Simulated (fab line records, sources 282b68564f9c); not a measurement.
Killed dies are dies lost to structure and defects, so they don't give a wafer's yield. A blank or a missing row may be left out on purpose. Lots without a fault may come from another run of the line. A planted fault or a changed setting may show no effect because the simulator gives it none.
fab line records | flow rit_cmos
record lots=6 wafers=18 last_day=7
route steps=202 shown ACTIVE@8 FOX1@20 FOX2@23 M1@202
lots that met no fault: from a run of the same line without faults
start_h: hours from the record's first day to the start of the lot's first wafer shown | wait_h: hours since the lot's step before | " the same as in the row above | L1.1+2: a row that stands for several wafers | - no value, or no start given | * or withheld: withheld | < > ~ a bound
route shown NAME@n: a module of which the file shows steps, and the number in the route of the first | usual: mean/standard deviation of fault-free wafers | same: alike in all rows | chamber/n: place in a boat | sites: the reading at each site | _std_site: their standard deviation | _edge_site: outer sites' mean less inner sites' | radius_mm: how far each site lies from the wafer's centre | mask NAME#n: copy n | behind: the tool/chamber that last shaped the wafer | hold: why the lot was held/for how many hours/how that ended | device: the transistor (n, p or np) that didn't switch | end of line: the same wafers' tests at the end of the route | a step without rows: its recipe alone | killed: dies lost to structure and defects at the first sort, not the wafer's yield | map: a wafer's dies, x killed, . not, _ none there
set.NAME: the setting as run; set.NAME@STEP: as run at that earlier step | model.NAME: the simulator's own value behind a step, which no gauge read
lots at some steps of the route; a table a step, a row a wafer
services: from which hour (start_h, from the record's first day; less than 0 if before it) a tool's chamber was out of use, for how many hours, and why
## steps
# step RIT_ACTIVE_SOFTBAKE_07
# recipe resist=NOVOLAK temp_c=90 time_s=60
# step RIT_ACTIVE_EXPOSE_08
# recipe mask_id=M1 na=0.6 source_shape=conventional sigma_outer=0.6 target_cd_nm=1400 dose_mj=225
# step RIT_ACTIVE_PEB_09
# recipe resist=NOVOLAK temp_c=withheld time_s=withheld
# step RIT_ACTIVE_DEVELOP_10
# recipe resist=NOVOLAK develop_time_s=50 dev_temp_c=22.29
# step RIT_ACTIVE_CD_MEAS_11
# recipe target_cd_nm=1400
# usual cd_nm=1400.7/2.2
# columns lot.wafer tool chamber start_h wait_h cd_nm
L265.1 cd_sem-02 - 25.48 - 1399.0
L265.5 " - " " 1401.1
L265.6 " - " " 1398.7
L270.3 cd_sem-02 - 50.77 - 1403.4
L270.4 " - " " 1404.5
L270.6 " - " " 1402.7
L277.1 cd_sem-01 - 84.87 - 1399.4
L277.5 " - " " 1399.9
L277.6 " - " " 1401.0
L279.3 cd_sem-02 - 98.82 - 1401.6
L279.5 " - " " 1401.5
L279.6 " - " " 1399.8
L285.1 cd_sem-01 - 129.58 - 1402.6
L285.2 " - " " 1400.3
L285.3 " - " " 1402.0
L286.2 cd_sem-02 - 129.89 - 1399.9
L286.3 " - " " 1398.5
L286.5 " - " " 1398.3
# step RIT_ACTIVE_HARDBAKE_12
# recipe resist=NOVOLAK temp_c=140 time_s=60
# step RIT_ACTIVE_ETCH_13
# recipe stop_on=SiO2 chemistry=SF6 target=Si3N4 time_s=205.4 over_etch_frac=0.4 SF6_flow_sccm=200 pressure_mtorr=260 rf_w=125 target_depth_a=2100
# usual drypump_motor_current_A=5.8/0.39 oes_product_au=0.827/0.012 rf_fwd_power_W=124.5/0.39 throttle_valve_pct=7.47/0.11
# same time_s=205.4
# columns lot.wafer tool chamber start_h wait_h drypump_motor_current_A oes_product_au rf_fwd_power_W rf_hours_counter_h throttle_valve_pct
L265.1 rie_diel-01 1 25.75 0.1 5.9 0.821 124.6 10 7.31
L265.5 " 2 " " 5.7 0.815 123.7 - 7.58
L265.6 " 3 " " 5.8 0.816 124.6 - 7.63
L270.3 rie_diel-01 0 51.14 0.1 5.0 0.853 124.7 56 7.54
L270.4 " 3 " " 5.8 0.815 124.9 122 7.63
L270.6 " 1 " " 5.9 0.818 125.2 - 7.31
L277.1 rie_diel-03 3 85.14 0.1 6.0 0.834 124.5 109 7.41
L277.5 " 1 " " 5.7 0.824 124.1 - 7.47
L277.6 " 0 " " 6.1 0.845 125.4 - 7.47
L279.3 rie_diel-02 0 99.05 0.1 5.9 0.817 124.1 8 7.60
L279.5 " 2 " " 5.8 0.830 124.8 - 7.45
L279.6 " 1 " " 6.4 0.822 125.0 - 7.31
L285.1 rie_diel-01 0 129.88 0.1 5.0 0.842 124.4 58 7.53
L285.2 " 1 " " 5.9 0.814 124.2 12 7.31
L285.3 " 2 " " 5.7 0.840 124.6 0 7.58
L286.2 rie_diel-02 1 130.14 0.1 6.5 0.824 124.0 2 7.33
L286.3 " 3 " " 5.3 0.820 124.4 14 7.36
L286.5 " 0 " " 5.9 0.833 124.5 - 7.61
# step RIT_ACTIVE_STRIP_14
# recipe chemistry=O2 time_s=180 resist=NOVOLAK platen_temp_c=withheld power_w=500 pressure_mtorr=4000 o2_flow_sccm=4000
# usual drypump_motor_current_A=5.5/0.39 rf_refl_power_W=6.9/1.1
# same time_s=180
# columns lot.wafer tool chamber start_h wait_h drypump_motor_current_A rf_hours_counter_h rf_refl_power_W
L265.1 plasma_asher-01 1 25.89 0.1 5.5 40 8.3
L265.5 " 1 " " 5.5 - 8.4
L265.6 " 0 " " 5.8 - 8.0
L270.3 plasma_asher-01 0 51.34 0.1 5.8 - 8.0
L270.4 " 1 " " 5.5 - 8.4
L270.6 " 1 " " 5.5 - 8.4
L277.1 plasma_asher-04 1 85.27 0.1 5.2 41 6.2
L277.5 " 1 " " 5.2 - 6.0
L277.6 " 0 " " 5.3 - 6.6
L279.3 plasma_asher-04 1 99.24 0.1 5.2 - 6.1
L279.5 " 1 " " 5.1 - 6.1
L279.6 " 0 " " 5.3 - 6.3
L285.1 plasma_asher-04 1 130.01 0.1 5.1 45 6.0
L285.2 " 0 " " 5.3 45 6.1
L285.3 " 1 " " 5.2 - 5.9
L286.2 plasma_asher-03 0 130.28 0.1 6.0 30 6.3
L286.3 " 1 " " 6.4 - 6.6
L286.5 " 0 " " 6.1 - 6.5
# step RIT_ACTIVE_CD_MEAS_90
# recipe target_cd_nm=1400
# usual cd_nm=1400.7/2.3
# columns lot.wafer tool chamber start_h wait_h cd_nm
L265.1 cd_sem-02 - 26.06 0.1 1398.4
L265.5 " - " " 1401.1
L265.6 " - " " 1399.1
L270.3 cd_sem-01 - 51.49 0.1 1403.4
L270.4 " - " " 1404.5
L270.6 " - " " 1403.0
L277.1 cd_sem-02 - 85.45 0.1 1399.8
L277.5 " - " " 1400.0
L277.6 " - " " 1400.9
L279.3 cd_sem-02 - 99.40 0.1 1401.8
L279.5 " - " " 1401.3
L279.6 " - " " 1400.1
L285.1 cd_sem-01 - 130.19 0.1 1403.1
L285.2 " - " " 1400.5
L285.3 " - " " 1402.3
L286.2 cd_sem-02 - 130.47 0.1 1400.1
L286.3 " - " " 1398.4
L286.5 " - " " 1398.8
# step RIT_ACTIVE_CLEAN_15
# recipe chemistry=SC1 mix=3:3:50 time_s=600 temp_c=75
# step RIT_ACTIVE_CLEAN_16
# recipe chemistry=dHF dilution=50:1 time_s=30
# step RIT_ACTIVE_CLEAN_17
# recipe chemistry=SC2 mix=3:3:50 time_s=600 temp_c=75 dry=n2_spin
# step RIT_FOX1_OXIDATION_00
# recipe temp_c=1100 ambient=H2O target_thk_a=3507 p_h2o_torr=720 ox_time_s=1130
# columns lot.wafer tool chamber start_h wait_h model.SiO2_of_FOX1_OXIDATION_00.thk_nm model.Si3N4_of_ACTIVE_CVD_03.thk_nm
L265.1 furnace-01 0 26.55 0.0 340.4 142.9
L265.5 " 0 " " 338.3 142
L265.6 " 0 " " 332.6 142.2
L270.3 furnace-03 0 51.94 0.0 341.8 144.4
L270.4 " 0 " " 347.7 145
L270.6 " 0 " " 346.7 143.7
L277.1 furnace-03 0 90.47 4.5 217 146.9
L277.5 " 0 " " 220.8 145.9
L277.6 " 0 " " 218.2 145.7
L279.3 furnace-03 0 101.08 1.2 224 143
L279.5 " 0 " " 227.9 142.8
L279.6 " 0 " " 228.7 143.6
L285.1 furnace-01 0 133.10 2.4 360.2 141
L285.2 " 0 " " 358.8 142.4
L285.3 " 0 " " 357 143.1
L286.2 furnace-01 0 133.10 2.2 345.8 143.1
L286.3 " 0 " " 342.4 144.2
L286.5 " 0 " " 340.8 142.9
# step RIT_FOX1_THK_MEAS_01
# recipe reads=SiO2_of_FOX1_OXIDATION_00
# usual FOX1_OXIDE_THK=345/5.8
# columns lot.wafer tool chamber start_h wait_h FOX1_OXIDE_THK[nm]
L265.1 film_metro-02 - 27.86 0.0 341
L265.5 " - " " 338
L265.6 " - " " 332
L270.3 film_metro-04 - 53.27 0.0 342
L270.4 " - " " 348
L270.6 " - " " 346
L277.1 film_metro-02 - 91.79 0.0 217
L277.5 " - " " 221
L277.6 " - " " 218
L279.3 film_metro-02 - 102.41 0.0 224
L279.5 " - " " 228
L279.6 " - " " 229
L285.1 film_metro-02 - 134.41 0.0 361
L285.2 " - " " 359
L285.3 " - " " 357
L286.2 film_metro-04 - 134.42 0.0 346
L286.3 " - " " 342
L286.5 " - " " 341
# step RIT_FOX1_WET_ETCH_02
# recipe chemistry=BOE target_depth_nm=350 time_s=390 temp_c=21.5 dry=n2_spin dilution=10:1 target=SiO2
# step RIT_FOX2_OXIDATION_00
# recipe temp_c=1100 ambient=H2O target_thk_a=3507 p_h2o_torr=720 ox_time_s=1130
# step RIT_FOX2_THK_MEAS_01
# recipe reads=SiO2_of_FOX2_OXIDATION_00
# usual FOX2_OXIDE_THK=345/6.2
# columns lot.wafer tool chamber start_h wait_h FOX2_OXIDE_THK[nm]
L265.1 film_metro-01 - 30.92 0.0 348
L265.5 " - " " 348
L265.6 " - " " 352
L270.3 film_metro-03 - 55.24 0.0 354
L270.4 " - " " 351
L270.6 " - " " 355
L277.1 film_metro-01 - 97.58 0.0 353
L277.5 " - " " 358
L277.6 " - " " 348
L279.3 film_metro-02 - 106.03 0.0 343
L279.5 " - " " 349
L279.6 " - " " 347
L285.1 film_metro-03 - 135.90 0.0 342
L285.2 " - " " 346
L285.3 " - " " 345
L286.2 film_metro-02 - 135.91 0.0 344
L286.3 " - " " 346
L286.5 " - " " 346
# step RIT_FOX2_CLEAN_02
# recipe chemistry=dHF dilution=50:1 time_s=180
# same time_s=180
# columns lot.wafer tool chamber start_h wait_h model.Si3N4_of_ACTIVE_CVD_03.thk_nm
L265.1 wet_bench-01 1 30.98 0.1 131.2
L265.5 " 1 " " 130.3
L265.6 " 1 " " 130.5
L270.3 wet_bench-02 0 55.28 0.0 132.7
L270.4 " 0 " " 133.2
L270.6 " 0 " " 132
L277.1 wet_bench-04 1 97.64 0.1 135.2
L277.5 " 1 " " 134.2
L277.6 " 1 " " 134
L279.3 wet_bench-04 0 106.07 0.0 131.2
L279.5 " 0 " " 131
L279.6 " 0 " " 131.8
L285.1 wet_bench-01 1 135.96 0.1 129.2
L285.2 " 1 " " 130.6
L285.3 " 1 " " 131.3
L286.2 wet_bench-01 2 135.96 0.0 131.3
L286.3 " 2 " " 132.4
L286.5 " 2 " " 131.1
# step RIT_FOX2_WET_ETCH_03
# recipe chemistry=H3PO4 target=Si3N4 target_depth_nm=195 temp_c=165 time_s=2700
# step RIT_M1_PROBE_99
# usual killed_at_contacts=0.1/0.23 killed_at_front_end=6.6/2.9 killed_dies=6.7/3 killed_open=3.5/2.1 killed_short=3.2/1.8
# same gross_dies=264 killed_at_M0_to_M3=0 killed_at_M4_up=0 killed_at_back_side=0 killed_at_other=0
# columns lot.wafer tool chamber start_h wait_h killed_at_contacts killed_at_front_end killed_dies killed_open killed_short model.etest.pplus_sal.width_nm model.etest.nplus_sal.width_nm model.etest.nldd.width_nm model.etest.pldd.width_nm model.etest.nmos_narrow.drive_ua_um model.etest.pmos_narrow.drive_ua_um model.etest.field_p_metal.vt_v model.etest.field_p.vt_v
L265.1 prober-02 - 72.56 0.1 0 4 4 4 0 3467 3441 3195 3175 229.1 100.8 -28.75 -12.67
L265.5 prober-02 - 72.76 0.2 1 4 5 2 3 3484 3452 3177 3174 237.6 104.7 -28.9 -12.57
L265.6 prober-02 - 72.81 0.2 0 4 4 3 1 3462 3473 3191 3189 231.3 102.4 -28.55 -12.58
L270.3 prober-02 - 100.93 0.2 0 10 10 7 3 3429 3452 3190 3182 232.9 107.1 -29.2 -12.62
L270.4 prober-02 - 100.98 0.2 1 8 9 4 5 3463 3457 3197 3208 231.4 105.6 -29.13 -12.6
L270.6 prober-02 - 101.08 0.2 0 10 10 5 5 3441 3441 3186 3185 233.2 105.5 -29.5 -12.62
L277.1 prober-01 - 150.18 0.1 0 7 7 4 3 3602 3581 3279 3291 249.6 111.2 -31 -13.54
L277.5 prober-01 - 150.38 0.2 0 9 9 2 7 3603 3593 3288 3298 253.2 112.6 -30.89 -13.63
L277.6 prober-01 - 150.43 0.2 0 8 8 4 4 3612 3626 3297 3287 259.5 115.1 -31.18 -13.44
L279.3 prober-02 - 154.37 0.2 0 4 4 1 3 3588 3570 3266 3271 241.4 113.3 -31.42 -13.45
L279.5 prober-02 - 154.47 0.2 0 8 8 4 4 3548 3571 3267 3263 234.3 110.4 -31.18 -13.5
L279.6 prober-02 - 154.52 0.2 0 6 6 4 2 3567 3580 3257 3267 237.8 110.5 -30.94 -13.48
L286.2 prober-02 - 177.67 0.1 0 5 5 2 3 3445 3441 3184 3181 216.8 97.87 -29.1 -12.36
L286.3 prober-02 - 177.72 0.2 0 5 5 0 5 3462 3451 3192 3186 217.3 98.84 -28.7 -12.4
L286.5 prober-02 - 177.82 0.2 0 9 9 6 3 3453 3488 3186 3221 217.8 100.7 -29.14 -12.44
L285.1 prober-01 - 179.83 0.1 0 7 7 3 4 3444 3462 3179 3187 222.7 102 -28.41 -12.3
L285.2 prober-01 - 179.88 0.1 0 1 1 1 0 3438 3439 3196 3186 218.9 101.6 -28.93 -12.29
L285.3 prober-01 - 179.93 0.2 0 8 8 6 2 3442 3465 3207 3208 230.5 106.4 -28.71 -12.35
# killed by level:class
L265.1 FOX1:geometric_particle:open=2 FOX2:geometric_particle:open=1 SPACER:geometric_particle:open=1
L265.5 GATE:geometric_particle:open=2 FOX1:geometric_particle:short=1 GATE:geometric_particle:short=1 CONTACT:geometric_particle:short=1
L265.6 FOX2:geometric_particle:open=1 GATE:geometric_particle:short=1 REOX:geometric_particle:open=1 SPACER:geometric_particle:open=1
L270.3 REOX:geometric_particle:open=3 GATE:geometric_particle:short=2 SILICIDE:geometric_particle:open=2 FOX2:geometric_particle:open=1 REOX:geometric_particle:short=1 SPACER:geometric_particle:open=1
L270.4 FOX1:geometric_particle:open=2 SILICIDE:geometric_particle:short=2 FOX1:geometric_particle:short=1 FOX2:geometric_particle:short=1 GATE:geometric_particle:open=1 REOX:geometric_particle:open=1 CONTACT:geometric_particle:short=1
L270.6 REOX:geometric_particle:open=2 REOX:geometric_particle:short=2 FOX1:geometric_particle:short=1 FOX2:geometric_particle:open=1 GATE:geometric_particle:open=1 GATE:geometric_particle:short=1 SPACER:geometric_particle:open=1 SILICIDE:geometric_particle:short=1
L277.1 GATE:geometric_particle:open=4 GATE:geometric_particle:short=2 FOX1:geometric_particle:short=1
L277.5 GATE:geometric_particle:short=3 FOX2:geometric_particle:short=2 FOX1:geometric_particle:short=1 FOX2:geometric_particle:open=1 GATE:geometric_particle:open=1 REOX:geometric_particle:short=1
L277.6 GATE:geometric_particle:short=4 GATE:geometric_particle:open=2 SPACER:geometric_particle:open=1 SILICIDE:geometric_particle:open=1
L279.3 GATE:geometric_particle:short=1 GATE:geometric_particle:open=1 REOX:geometric_particle:short=1 SPACER:geometric_particle:short=1
L279.5 FOX1:geometric_particle:short=2 SILICIDE:geometric_particle:open=2 GATE:geometric_particle:open=1 GATE:geometric_particle:short=1 SPACER:geometric_particle:open=1 SPACER:geometric_particle:short=1
L279.6 GATE:geometric_particle:open=3 REOX:geometric_particle:open=1 SPACER:geometric_particle:short=1 SILICIDE:geometric_particle:short=1
L286.2 FOX1:geometric_particle:short=1 FOX2:geometric_particle:open=1 GATE:geometric_particle:short=1 GATE:geometric_particle:open=1 SPACER:geometric_particle:short=1
L286.3 GATE:geometric_particle:short=4 FOX2:geometric_particle:short=1
L286.5 GATE:geometric_particle:short=3 GATE:geometric_particle:open=2 FOX1:geometric_particle:open=1 FOX2:geometric_particle:open=1 SPACER:geometric_particle:open=1 SILICIDE:geometric_particle:open=1
L285.1 FOX1:geometric_particle:short=1 FOX1:geometric_particle:open=1 FOX2:geometric_particle:short=1 GATE:geometric_particle:open=1 SPACER:geometric_particle:open=1 SPACER:geometric_particle:short=1 SILICIDE:geometric_particle:short=1
L285.2 SPACER:geometric_particle:open=1
L285.3 GATE:geometric_particle:open=3 FOX1:geometric_particle:open=1 FOX2:geometric_particle:short=1 GATE:geometric_particle:short=1 SPACER:geometric_particle:open=1 SILICIDE:geometric_particle:open=1
## services
# columns tool chamber start_h hours kind
wet_bench-02 - 5.70 4.0 repair
furnace-01 - 27.86 3.0 pm
rie_diel-02 2 33.54 7.4 repair
plasma_asher-03 - 42.53 45.4 repair
rie_diel-03 2 51.93 - clean
rie_diel-03 2 51.93 17.4 scheduled_down
rie_diel-03 2 51.93 17.4 vent_cycle
rie_diel-02 - 53.37 0.7 repair
rie_diel-02 - 60.12 2.8 pm
rie_diel-01 2 64.04 10.2 repair
rie_diel-02 2 66.32 9.4 repair
rie_diel-01 2 74.24 - clean
rie_diel-01 2 74.24 33.3 scheduled_down
rie_diel-01 2 74.24 33.3 vent_cycle
rie_diel-03 2 81.55 8.1 repair
rie_diel-03 1 104.77 2.6 repair
plasma_asher-01 - 108.75 9.0 pm
plasma_asher-01 0 108.75 9.0 vent_cycle
plasma_asher-01 1 108.75 9.0 vent_cycle
furnace-03 - 115.05 3.4 pm
plasma_asher-01 0 117.75 - clean
plasma_asher-01 1 117.75 - clean
rie_diel-02 - 124.78 0.1 repair
rie_diel-03 1 134.34 5.9 repair
## key
first_sign step=RIT_FOX1_THK_MEAS_01 reading=FOX1_OXIDE_THK direction=down sigmas=21 usual=345 struck=223
effect none on later readings
model_effect step=RIT_FOX1_OXIDATION_00 value=SiO2_of_FOX1_OXIDATION_00.thk_nm without=345.6 struck=222.8
model_effect step=RIT_FOX2_CLEAN_02 value=Si3N4_of_ACTIVE_CVD_03.thk_nm without=130.6 struck=132.9
model_effect step=RIT_M1_PROBE_99 value=etest.pplus_sal.width_nm without=3452 struck=3587
met_at RIT_FOX1_OXIDATION_00
struck_wafers L277.1,L277.5,L277.6,L279.3,L279.5,L279.6
tester_left_out L277,L279
onset_between 51.94 90.47
fault kind=process_parameter_drift tool=furnace-03 chamber=- onset_h=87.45 steps=RIT_FOX1_OXIDATION_00 channel=ox_time_s offset=* shape=step end_h=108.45 acts_in=* stated=*
# tester_left_out: of these lots the tester's yield and bins aren't shown, on N5 and GAA mostly nor the transistor test; their killed dies are dies lost to structure and defects alone, not to doping, threshold or leakage, so they don't give the yield
